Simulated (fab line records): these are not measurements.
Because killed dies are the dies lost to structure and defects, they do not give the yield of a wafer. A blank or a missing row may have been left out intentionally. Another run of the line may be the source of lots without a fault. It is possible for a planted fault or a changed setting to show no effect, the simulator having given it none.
Problem report in the 8D (eight disciplines) form, filled by code | flow berkeleyCmos170 | the parts of the form that need people (team, actions taken, sign-off) are left out

## 1. WHAT WENT WRONG
Wafers free of any fault read 1015 (standard deviation 9) for PLDD_TW at UCB170_PLDD_TW_MEAS_11, against a mean of 942 on 6 wafers of 2 lots. That is -8.1 standard deviations from the usual mean.
The first sign was on wafer L372.2 at day 7 13:49, on filmMetro-01. Wafers with a number at this step in the record: 42, from 14 lots. By rule, "out" or "out of limits" means more than 4 standard deviations away from the usual mean. All remaining wafers that have a number are taken as sound.

## 2. WHAT IT IS; WHAT IT IS NOT
question                    | is                         | is not
which readings at this step | PLDD_TW                    | -
which lots                  | L372, L374                 | L367, L369, L370, L373, L378, L379, L382, L384, L386, L388, L389, L390
which wafers of those lots  | all that have a number     | -
read on which gauges        | filmMetro-01, filmMetro-02 | filmMetro-03
when                        | from day 7 13:49           | up to then (12 sound wafers); but 24 sound wafers of L378, L379, L382, L384, L386, L388, L389, L390 came after

## 3. THE SUSPECTS, EACH WITH WHAT RULES IT OUT
Counting: any tool at a process step up to the reading is kept as a suspect provided that every lot that is out went through it and no sound lot did after the first of them.
- the gauge at UCB170_PLDD_TW_MEAS_11 is ruled out. Those wafers that are out were read across 2 gauges (filmMetro-01, filmMetro-02).
- implanter-03 at UCB170_PLDD_IMPLANT_08: kept. It ran every lot that is out, first L372 (day 7 13:26), and no sound lot after that; its last sound lot up to then is L370 (day 6 21:33). Its own doseIonsCm2, faradayCurrentUA readings are out on those wafers.
Remaining after the count: implanter-03 at UCB170_PLDD_IMPLANT_08.

## 4. THE CAUSE (what the simulator had put in)
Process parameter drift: implanter-03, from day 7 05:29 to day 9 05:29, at UCB170_PLDD_IMPLANT_08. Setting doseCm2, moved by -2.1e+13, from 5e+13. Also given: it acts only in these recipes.
After counting, this tool was the only one left.

## 5. SEQUENCE OF EFFECTS, ordered by route
Each row: a reading where the mean over the struck wafers with a number is more than 3 standard deviations away from the usual. Only readings for which the record gives a usual standard deviation are gone through. hours: the time from each lot's start at the first step in this table that gives one to its start at this step, as a median over the lots. sigmas: the change in usual standard deviations.
hours | step                       | reading          | usual         | on struck wafers | change | sigmas
0     | UCB170_PLDD_IMPLANT_08     | doseIonsCm2      | 5e+13         | 3e+13            | -2e+13 | -99 or more
0     | UCB170_PLDD_IMPLANT_08     | faradayCurrentUA | 158           | 92               | -66    | -21
0     | UCB170_PLDD_TW_MEAS_11     | PLDD_TW          | 1015          | 942              | -72    | -8.1
13    | UCB170_SDANNEAL_RS_MEAS_04 | PLDD_RS          | 1030.7 ohm/sq | 1240.2           | +209.5 | +87
The process steps in it:
- UCB170_PLDD_IMPLANT_08
Later measuring or inspecting steps at which every struck wafer that the step has a row for has a number for every such reading, and none has moved that far: UCB170_NLDD_OVL_MEAS_07.

## 6. HOW IT WOULD HAVE BEEN CAUGHT EARLIER
8 hours passed between the start of the fault at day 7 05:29 and the first reading out of limits at a measuring or inspecting step in this record, taken at day 7 13:49.
At UCB170_PLDD_IMPLANT_08, the tool's own readings (doseIonsCm2, faradayCurrentUA) were out on each struck wafer the step has a row for, so an alarm limit on them would have fired on the first such wafer.
L374, from the lots that are out (2), started UCB170_PLDD_IMPLANT_08 on implanter-03 later than day 7 13:49. Holding the tool at that time would have saved it.
